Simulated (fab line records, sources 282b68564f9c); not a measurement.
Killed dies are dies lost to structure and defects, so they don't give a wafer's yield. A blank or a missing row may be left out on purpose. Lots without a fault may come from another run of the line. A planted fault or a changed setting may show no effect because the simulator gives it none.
fab line records | flow rit_cmos
record lots=7 wafers=21 last_day=8
route steps=202 shown NRETRO@53 PRETRO@64 M1@202
lots that met no fault: from a run of the same line without faults
start_h: hours from the record's first day to the start of the lot's first wafer shown | wait_h: hours since the lot's step before | " the same as in the row above | L1.1+2: a row that stands for several wafers | - no value, or no start given | * or withheld: withheld | < > ~ a bound
route shown NAME@n: a module of which the file shows steps, and the number in the route of the first | usual: mean/standard deviation of fault-free wafers | same: alike in all rows | chamber/n: place in a boat | sites: the reading at each site | _std_site: their standard deviation | _edge_site: outer sites' mean less inner sites' | radius_mm: how far each site lies from the wafer's centre | mask NAME#n: copy n | behind: the tool/chamber that last shaped the wafer | hold: why the lot was held/for how many hours/how that ended | device: the transistor (n, p or np) that didn't switch | end of line: the same wafers' tests at the end of the route | a step without rows: its recipe alone | killed: dies lost to structure and defects at the first sort, not the wafer's yield | map: a wafer's dies, x killed, . not, _ none there
set.NAME: the setting as run; set.NAME@STEP: as run at that earlier step | model.NAME: the simulator's own value behind a step, which no gauge read
lots at some steps of the route; a table a step, a row a wafer
services: from which hour (start_h, from the record's first day; less than 0 if before it) a tool's chamber was out of use, for how many hours, and why
## steps
# step RIT_NRETRO_HMDS_00
# recipe prime_time_s=60 prime_temp_c=140
# step RIT_NRETRO_COAT_01
# recipe resist=NOVOLAK spin_rpm=2000 resist_thk_nm=1300
# step RIT_NRETRO_SOFTBAKE_02
# recipe resist=NOVOLAK temp_c=90 time_s=60
# step RIT_NRETRO_EXPOSE_03
# recipe mask_id=M4 na=0.57 target_cd_nm=43900 dose_mj=250
# step RIT_NRETRO_PEB_04
# recipe resist=NOVOLAK temp_c=withheld time_s=withheld
# step RIT_NRETRO_DEVELOP_05
# recipe resist=NOVOLAK develop_time_s=68 dev_temp_c=23
# step RIT_NRETRO_OVL_MEAS_06
# usual NRETRO_OVL=1.5/1.3
# columns lot.wafer tool chamber start_h wait_h NRETRO_OVL[nm]
L870.3 overlay-01 - 45.95 - 4.2
L870.4 " - " " 2.1
L870.6 " - " " 2.6
L873.1 overlay-02 - 61.22 - -0.9
L873.2 " - " " 0.1
L873.4 " - " " -0.7
L876.1 overlay-02 - 74.60 - 2.0
L876.3 " - " " 1.0
L876.6 " - " " 3.4
L877.1 overlay-02 - 79.81 - 1.5
L877.2 " - " " 1.3
L877.4 " - " " 2.5
L878.2 overlay-02 - 88.76 - -0.2
L878.5 " - " " 2.4
L878.6 " - " " 1.7
L883.2 overlay-02 - 119.25 - 1.1
L883.4 " - " " 1.1
L883.6 " - " " 2.4
L890.4 overlay-01 - 146.51 - 1.7
L890.5 " - " " 0.5
L890.6 " - " " 2.4
# step RIT_NRETRO_HARDBAKE_07
# recipe resist=NOVOLAK temp_c=140 time_s=120
# step RIT_NRETRO_IMPLANT_08
# recipe species=P energy_kev=70 dose_cm2=1.02e+13 tilt_deg=7
# step RIT_NRETRO_STRIP_09
# recipe chemistry=O2 time_s=180 resist=NOVOLAK platen_temp_c=withheld power_w=500 pressure_mtorr=4000 o2_flow_sccm=4000
# usual drypump_motor_current_A=6.0/0.61
# columns lot.wafer tool chamber start_h wait_h drypump_motor_current_A rf_hours_counter_h
L870.3 plasma_asher-03 1 46.43 0.1 5.5 -
L870.4 " 0 " " 5.9 -
L870.6 " 1 " " 5.5 -
L873.1 plasma_asher-02 0 61.65 0.1 6.5 41
L873.2 " 1 " " 6.8 41
L873.4 " 1 " " 6.8 -
L876.1 plasma_asher-02 0 75.04 0.1 6.5 43
L876.3 " 1 " " 6.8 -
L876.6 " 0 " " 6.5 -
L877.1 plasma_asher-03 0 80.25 0.1 5.9 42
L877.2 " 1 " " 5.5 42
L877.4 " 1 " " 5.4 -
L878.2 plasma_asher-04 0 89.19 0.1 6.6 43
L878.5 " 0 " " 6.6 -
L878.6 " 1 " " 5.0 -
L883.2 plasma_asher-04 1 119.68 0.1 5.0 45
L883.4 " 0 " " 6.6 -
L883.6 " 0 " " 6.6 -
L890.4 plasma_asher-02 0 146.99 0.1 6.5 -
L890.5 " 1 " " 6.7 -
L890.6 " 0 " " 6.6 -
# step RIT_NRETRO_TW_MEAS_10
# usual NRETRO_TW=1065/5.6
# columns lot.wafer tool chamber start_h wait_h NRETRO_TW
L870.3 film_metro-02 - 46.57 0.1 1065
L870.4 " - " " 1062
L870.6 " - " " 1060
L873.1 film_metro-04 - 61.83 0.1 1071
L873.2 " - " " 1066
L873.4 " - " " 1065
L876.1 film_metro-04 - 75.21 0.1 1071
L876.3 " - " " 1074
L876.6 " - " " 1077
L877.1 film_metro-04 - 80.42 0.1 1075
L877.2 " - " " 1078
L877.4 " - " " 1077
L878.2 film_metro-02 - 89.38 0.1 1062
L878.5 " - " " 1060
L878.6 " - " " 1063
L883.2 film_metro-01 - 119.86 0.1 1069
L883.4 " - " " 1066
L883.6 " - " " 1069
L890.4 film_metro-01 - 147.14 0.1 1066
L890.5 " - " " 1074
L890.6 " - " " 1068
# step RIT_PRETRO_HMDS_00
# recipe prime_time_s=60 prime_temp_c=140
# step RIT_PRETRO_COAT_01
# recipe resist=NOVOLAK spin_rpm=2000 resist_thk_nm=1300
# columns lot.wafer tool chamber start_h wait_h model.NOVOLAK_of_PRETRO_COAT_01.thk_nm
L870.3 litho_track-01 0 46.81 0.1 1298
L870.4 " 0 " " 1294
L870.6 " 0 " " 1299
L873.1 litho_track-04 0 62.10 0.1 1304
L873.2 " 0 " " 1306
L873.4 " 0 " " 1305
L876.1 litho_track-04 0 75.42 0.1 1387
L876.3 " 0 " " 1383
L876.6 " 0 " " 1384
L877.1 litho_track-04 0 80.63 0.1 1383
L877.2 " 0 " " 1385
L877.4 " 0 " " 1386
L878.2+5+6 litho_track-04 0 89.60 0.1 1394
L883.2 litho_track-02 0 120.09 0.1 1303
L883.4 " 0 " " 1305
L883.6 " 0 " " 1302
L890.4+6 litho_track-02 0 147.64 0.1 1305
L890.5 " 0 " " 1307
# step RIT_PRETRO_SOFTBAKE_02
# recipe resist=NOVOLAK temp_c=90 time_s=60.96
# usual plate_sensor_t_centre_C=90.969/0.0097 plate_sensor_t_edge_C=91.021/0.01
# columns lot.wafer tool chamber start_h wait_h plate_sensor_t_centre_C plate_sensor_t_edge_C
L870.3 litho_track-01 0 46.96 0.1 90.970 91.018
L870.4 " 0 " " 90.968 91.017
L870.6 " 0 " " 90.983 91.024
L873.1 litho_track-04 0 62.25 0.1 90.986 91.021
L873.2 " 0 " " 90.964 91.018
L873.4 " 0 " " 90.969 91.009
L876.1 litho_track-04 0 75.57 0.1 90.970 91.026
L876.3 " 0 " " 90.983 91.018
L876.6 " 0 " " 90.973 91.030
L877.1 litho_track-04 0 80.78 0.1 90.973 91.024
L877.2 " 0 " " 90.954 91.019
L877.4 " 0 " " 90.962 91.028
L878.2 litho_track-04 0 89.75 0.1 90.973 91.021
L878.5 " 0 " " 90.962 91.022
L878.6 " 0 " " 90.968 91.026
L883.2 litho_track-02 0 120.24 0.1 90.973 91.036
L883.4 " 0 " " 90.984 91.007
L883.6 " 0 " " 90.962 91.020
L890.4 litho_track-02 0 147.79 0.1 90.967 90.999
L890.5 " 0 " " 90.973 91.025
L890.6 " 0 " " 90.970 91.020
# step RIT_PRETRO_EXPOSE_03
# recipe mask_id=M5 na=0.57 target_cd_nm=43700 dose_mj=250
# step RIT_PRETRO_PEB_04
# recipe resist=NOVOLAK temp_c=withheld time_s=withheld
# step RIT_PRETRO_DEVELOP_05
# recipe resist=NOVOLAK develop_time_s=68 dev_temp_c=23
# step RIT_PRETRO_OVL_MEAS_06
# usual PRETRO_OVL=-0.6/1.6
# columns lot.wafer tool chamber start_h wait_h PRETRO_OVL[nm]
L870.3 overlay-01 - 47.63 - -1.5
L870.4 " - " " -0.9
L870.6 " - " " -0.7
L873.1 overlay-02 - 62.95 - 3.9
L873.2 " - " " 3.1
L873.4 " - " " 3.5
L876.1 overlay-01 - 76.15 - -1.7
L876.3 " - " " -4.5
L876.6 " - " " -3.1
L877.1 overlay-02 - 81.36 - -0.3
L877.2 " - " " -1.3
L877.4 " - " " -0.3
L878.2 overlay-01 - 90.49 - 1.0
L878.5 " - " " 0.9
L878.6 " - " " -0.2
L883.2 overlay-01 - 120.80 - -5.1
L883.4 " - " " -2.6
L883.6 " - " " -2.8
L890.4 overlay-02 - 148.31 - 2.5
L890.5 " - " " 1.0
L890.6 " - " " 1.0
# step RIT_PRETRO_HARDBAKE_07
# recipe resist=NOVOLAK temp_c=140 time_s=120
# columns lot.wafer tool chamber start_h wait_h model.NOVOLAK_of_PRETRO_COAT_01.thk_nm
L870.3 litho_track-01 0 47.73 0.1 1135
L870.4 " 0 " " 1132
L870.6 " 0 " " 1136
L873.1 litho_track-02 0 62.99 0.0 1140
L873.2 " 0 " " 1142
L873.4 " 0 " " 1141
L876.1 litho_track-04 0 76.19 0.0 1212
L876.3+6 " 0 " " 1209
L877.1 litho_track-02 0 81.62 0.3 1208
L877.2 " 0 " " 1210
L877.4 " 0 " " 1211
L878.2+5+6 litho_track-04 0 90.56 0.1 1218
L883.2 litho_track-02 0 120.87 0.1 1140
L883.4 " 0 " " 1141
L883.6 " 0 " " 1139
L890.4+6 litho_track-02 0 148.61 0.3 1141
L890.5 " 0 " " 1143
# step RIT_PRETRO_IMPLANT_08
# recipe species=B energy_kev=45 dose_cm2=1.2e+13 tilt_deg=7
# step RIT_M1_PROBE_99
# usual killed_at_contacts=0.1/0.28 killed_at_front_end=7.1/2.8 killed_dies=7.1/2.9 killed_open=3.4/2 killed_short=3.6/2.1
# same gross_dies=264 killed_at_M0_to_M3=0 killed_at_M4_up=0 killed_at_back_side=0 killed_at_other=0
# columns lot.wafer tool chamber start_h wait_h killed_at_contacts killed_at_front_end killed_dies killed_open killed_short
L870.3 prober-02 - 77.70 0.2 1 11 12 4 8
L870.4 prober-02 - 77.75 0.2 0 9 9 3 6
L870.6 prober-02 - 77.85 0.2 0 10 10 6 4
L873.1 prober-01 - 97.57 0.1 0 7 7 3 4
L873.2 prober-01 - 97.62 0.1 0 8 8 5 3
L873.4 prober-01 - 97.72 0.2 0 8 8 7 1
L876.1 prober-02 - 110.50 0.1 0 4 4 0 3
L876.3 prober-02 - 110.60 0.2 0 7 7 4 2
L876.6 prober-02 - 110.75 0.2 0 3 3 1 2
L877.1 prober-01 - 118.87 0.1 0 9 9 4 5
L877.2 prober-01 - 118.92 0.1 0 8 8 6 2
L877.4 prober-01 - 119.02 0.2 0 6 6 3 3
L878.2 prober-02 - 129.51 0.1 0 6 6 0 6
L878.5 prober-02 - 129.66 0.2 0 10 10 5 5
L878.6 prober-02 - 129.71 0.2 0 3 3 0 3
L883.2 prober-01 - 156.55 0.1 0 8 8 4 3
L883.4 prober-01 - 156.65 0.2 0 6 6 3 3
L883.6 prober-01 - 156.75 0.2 0 7 7 3 4
L890.4 prober-02 - 180.60 0.2 0 6 6 2 4
L890.5 prober-02 - 180.65 0.2 0 8 8 3 5
L890.6 prober-02 - 180.70 0.2 0 6 6 5 1
# killed by level:class
L870.3 REOX:geometric_particle:short=2 SPACER:geometric_particle:open=2 SPACER:geometric_particle:short=2 FOX1:geometric_particle:short=1 FOX2:geometric_particle:short=1 GATE:geometric_particle:short=1 SILICIDE:geometric_particle:open=1 SILICIDE:geometric_particle:short=1
L870.4 GATE:geometric_particle:open=3 GATE:geometric_particle:short=2 SPACER:geometric_particle:short=2 REOX:geometric_particle:short=1 SILICIDE:geometric_particle:short=1
L870.6 GATE:geometric_particle:open=2 SPACER:geometric_particle:open=2 FOX1:geometric_particle:open=1 FOX1:geometric_particle:short=1 FOX2:geometric_particle:short=1 SPACER:geometric_particle:short=1 SILICIDE:geometric_particle:open=1 SILICIDE:geometric_particle:short=1
L873.1 FOX2:geometric_particle:short=1 GATE:geometric_particle:open=1 GATE:geometric_particle:short=1 REOX:geometric_particle:short=1 REOX:geometric_particle:open=1 SPACER:geometric_particle:short=1 SILICIDE:geometric_particle:open=1
L873.2 GATE:geometric_particle:open=2 SILICIDE:geometric_particle:open=2 GATE:geometric_particle:short=1 SPACER:geometric_particle:open=1 SPACER:geometric_particle:short=1 SILICIDE:geometric_particle:short=1
L873.4 FOX1:geometric_particle:open=2 GATE:geometric_particle:open=2 SILICIDE:geometric_particle:open=2 FOX2:geometric_particle:open=1 REOX:geometric_particle:short=1
L876.1 FOX2:geometric_particle:short=1 GATE:geometric_particle:short=1 REOX:geometric_particle:short=1 NRETRO:coat_microbubble_printed=1
L876.3 REOX:geometric_particle:open=2 SPACER:geometric_particle:open=2 GATE:geometric_particle:short=1 SPACER:geometric_particle:short=1 NRETRO:coat_microbubble_printed=1
L876.6 GATE:geometric_particle:short=2 FOX2:geometric_particle:open=1
L877.1 GATE:geometric_particle:open=4 SILICIDE:geometric_particle:short=2 FOX1:geometric_particle:short=1 GATE:geometric_particle:short=1 REOX:geometric_particle:short=1
L877.2 GATE:geometric_particle:open=3 SPACER:geometric_particle:open=2 FOX2:geometric_particle:open=1 GATE:geometric_particle:short=1 SILICIDE:geometric_particle:short=1
L877.4 FOX1:geometric_particle:short=1 GATE:geometric_particle:open=1 REOX:geometric_particle:open=1 SPACER:geometric_particle:open=1 SPACER:geometric_particle:short=1 SILICIDE:geometric_particle:short=1
L878.2 GATE:geometric_particle:short=3 FOX2:geometric_particle:short=1 REOX:geometric_particle:short=1 SILICIDE:geometric_particle:short=1
L878.5 FOX1:geometric_particle:short=3 REOX:geometric_particle:open=2 FOX1:geometric_particle:open=1 GATE:geometric_particle:open=1 SPACER:geometric_particle:open=1 SPACER:geometric_particle:short=1 SILICIDE:geometric_particle:short=1
L878.6 GATE:geometric_particle:short=2 SPACER:geometric_particle:short=1
L883.2 REOX:geometric_particle:open=2 FOX1:geometric_particle:open=1 REOX:geometric_particle:short=1 SPACER:geometric_particle:short=1 SPACER:geometric_particle:open=1 SILICIDE:geometric_particle:short=1 PWELL:coat_microbubble_printed=1
L883.4 GATE:geometric_particle:short=3 FOX1:geometric_particle:open=2 GATE:geometric_particle:open=1
L883.6 REOX:geometric_particle:short=2 FOX2:geometric_particle:open=1 GATE:geometric_particle:short=1 GATE:geometric_particle:open=1 SILICIDE:geometric_particle:open=1 SILICIDE:geometric_particle:short=1
L890.4 GATE:geometric_particle:short=2 GATE:geometric_particle:open=2 SPACER:geometric_particle:short=2
L890.5 GATE:geometric_particle:short=3 FOX2:geometric_particle:short=1 GATE:geometric_particle:open=1 REOX:geometric_particle:short=1 REOX:geometric_particle:open=1 SILICIDE:geometric_particle:open=1
L890.6 GATE:geometric_particle:open=5 FOX1:geometric_particle:short=1
## services
# columns tool chamber start_h hours kind
plasma_asher-04 - 26.60 9.4 pm
plasma_asher-03 - 67.92 1.6 repair
plasma_asher-03 - 108.75 9.0 pm
plasma_asher-03 0 108.75 9.0 vent_cycle
plasma_asher-03 1 108.75 9.0 vent_cycle
plasma_asher-03 0 117.75 - clean
plasma_asher-03 1 117.75 - clean
plasma_asher-04 - 125.04 1.7 repair
plasma_asher-02 - 126.86 2.8 pm
## key
first_sign none at tools or gauges
model_effect step=RIT_PRETRO_COAT_01 value=NOVOLAK_of_PRETRO_COAT_01.thk_nm without=1303 struck=1388
model_effect step=RIT_PRETRO_HARDBAKE_07 value=NOVOLAK_of_PRETRO_COAT_01.thk_nm without=1139 struck=1213
met_at RIT_PRETRO_COAT_01
struck_wafers L876.1,L876.3,L876.6,L877.1,L877.2,L877.4,L878.2,L878.5,L878.6
tester_left_out L876,L877,L878
onset_between 62.10 75.42
fault kind=process_parameter_drift tool=litho_track-04 chamber=- onset_h=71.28 steps=RIT_PRETRO_COAT_01 channel=resist_thk_nm offset=85.053 shape=step end_h=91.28 acts_in=these_recipes_only stated=1300
# tester_left_out: of these lots the tester's yield and bins aren't shown, on N5 and GAA mostly nor the transistor test; their killed dies are dies lost to structure and defects alone, not to doping, threshold or leakage, so they don't give the yield
